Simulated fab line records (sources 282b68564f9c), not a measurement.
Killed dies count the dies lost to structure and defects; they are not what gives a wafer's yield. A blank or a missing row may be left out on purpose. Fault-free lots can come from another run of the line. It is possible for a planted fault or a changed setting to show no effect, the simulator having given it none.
Problem report, 8D (eight disciplines) form, completed by code + flow rit cmos + the parts of the form that need people (team, actions taken, sign-off) are left out

== 1. THE PROBLEM ==
run length s at RIT_M1_STRIP_14 reads a mean of 160.1 s on 3 wafers of 3 lots; wafers without a fault read 208.2 s with a standard deviation of 0.43. That is -99 or more standard deviations from the usual mean.
The step: strips in O2, time 180 s.
First observed at day 6 00:49: wafer L134.3, on plasma asher-01. The record has a number at this step for 45 wafers belonging to 15 lots. By rule, "out" or "out of limits" means more than 4 standard deviations away from the usual mean. Any other wafer with a number is counted as sound.

== 2. WHAT IT IS; WHAT IT IS NOT ==
| question                    | is                     | is not                                                                                             |
|-----------------------------|------------------------|----------------------------------------------------------------------------------------------------|
| which readings at this step | run length s           | drypump motor current A                                                                            |
| which lots                  | L134, L139, L140       | L122, L124, L125, L126, L127, L128, L130, L132, L135, L136, L142, L144                             |
| which wafers of those lots  | L134.3, L139.1, L140.1 | L134.2, L134.6, L139.3, L139.6, L140.2, L140.4                                                     |
| read on which tools         | plasma asher-01        | plasma asher-02, plasma asher-03                                                                   |
| when                        | from day 6 00:49       | up to then (26 sound wafers); but 16 sound wafers of L135, L136, L139, L140, L142, L144 came after |

== 3. SUSPECTS, AND WHAT RULES EACH OUT ==
Counting: any tool at a process step up to the reading remains a suspect provided it ran every lot that is out. Sound lots after the first of them don't rule it out here, since some wafers of a struck lot are sound.
- plasma asher-01 at RIT_M1_STRIP_14 (strips in O2, time 180 s): kept. Ran every lot that is out, first one L134 (day 6 00:49); last sound lot up to then L130 (day 5 08:56). Its own readings are out on those wafers: run length s.
- Within plasma asher-01 at RIT_M1_STRIP_14, the wafers that are out were processed in chamber 1 and their sound lot-mates in chamber 0.
Remaining after the count: plasma asher-01 at RIT_M1_STRIP_14.

== 4. THE CAUSE (what the simulator had put in) ==
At RIT_M1_STRIP_14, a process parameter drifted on plasma asher-01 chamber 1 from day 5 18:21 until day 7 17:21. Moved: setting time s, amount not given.
After counting, this tool was the only one left.

== 5. THE CHAIN OF EFFECTS, in route order ==
One row per reading whose mean, taken over the struck wafers that have a number, lies over 3 standard deviations from the usual. Only readings whose record carries a usual standard deviation are examined. hours: median over the lots of the time between each lot's start at the first step of this table that gives one and its start at this step. sigmas: the change, counted in usual standard deviations.
| hours | step            | reading      | usual   | on struck wafers | change | sigmas      |
|-------|-----------------|--------------|---------|------------------|--------|-------------|
| 0     | RIT_M1_STRIP_14 | run length s | 208.2 s | 160.1            | -48.1  | -99 or more |
Process steps it contains:
- RIT_M1_STRIP_14: strips in O2, time 180 s.

== 6. WHAT WOULD HAVE CAUGHT IT SOONER ==
First out-of-limits reading in this record: day 6 00:49, which is 6 hours after fault onset at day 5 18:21.
